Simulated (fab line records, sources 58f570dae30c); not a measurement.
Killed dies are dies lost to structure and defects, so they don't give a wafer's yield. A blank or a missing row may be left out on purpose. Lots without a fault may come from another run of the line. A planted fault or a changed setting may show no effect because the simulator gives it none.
One fault seen from 2 desks | flow berkeley_cmos170 | each desk has only its own numbers; what lay behind them comes last

THE TOOL OWNER'S DESK: implanter-04
The tool's own readings at UCB170_PLDD_IMPLANT_08: means of the sampled wafers that have a number, for each lot that ran on this tool. A lot is out of limits, marked OUT, if its mean lies more than 4 standard deviations from the usual mean; the brackets give that distance.
Columns: A = rotation_deg at UCB170_PLDD_IMPLANT_08, usual 0.000 degrees
lot  | first seen here | A
L169 | day 7 09:22     | 0.001
L171 | day 8 04:05     | 0.028
L175 | day 9 01:33     | -0.006
L180 | day 9 20:57     | 90.015 (+99 or more) OUT
L184 | day 10 11:35    | 89.971 (+99 or more) OUT
This desk's finding: out of limits on L180, L184; first on L180, day 9 20:57 (rotation_deg at UCB170_PLDD_IMPLANT_08). In limits: L169, L171, L175.

THE METROLOGY DESK
What the gauges read, lot by lot, whatever tool the lot ran on: means of the sampled wafers that have a number. A lot is out of limits, marked OUT, if its mean lies more than 4 standard deviations from the usual mean; the brackets give that distance.
Columns: A = V1_OVL at UCB170_V1_OVL_MEAS_13, usual 0 nm; B = V2_BOW at UCB170_V2_BOW_MEAS_03, usual 37 um
lot  | first seen here | A   | B
L164 | day 8 04:24     | 2   | 35
L169 | day 9 00:37     | -2  | 39
L168 | day 9 01:14     | -1  | 37
L166 | day 9 01:53     | 6   | 42
L173 | day 9 05:20     | 4   | 39
L170 | day 9 08:37     | 3   | 32
L171 | day 9 08:45     | -10 | 33
L174 | day 9 13:34     | -2  | 43
L175 | day 10 09:47    | -3  | 32
L177 | day 10 21:58    | -8  | 35
L180 | day 10 23:29    | 1   | 46
L182 | day 10 23:43    | -5  | 38
L184 | day 11 14:16    | -3  | 33
L186 | day 12 10:47    | -5  | 36
This desk's finding: nothing out of limits on any of the 14 lots.

PUT TOGETHER
The tool owner's desk could have raised an alarm at day 9 20:57, on L180, L184.
The metrology desk saw nothing out of limits.
The metrology desk has L180, L184 on record, within its limits.
Of the lots named, all ran UCB170_PLDD_IMPLANT_08 on implanter-04.

WHAT THE SIMULATOR HAD PUT IN
Process parameter drift: implanter-04, from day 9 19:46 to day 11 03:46, at UCB170_PLDD_IMPLANT_08. Setting rotation_deg, moved by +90, from 0. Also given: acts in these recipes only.
Lots struck among those shown: L180, L184.
Hours from the fault's start to each desk's first reading out of limits: the tool owner's desk, 1.
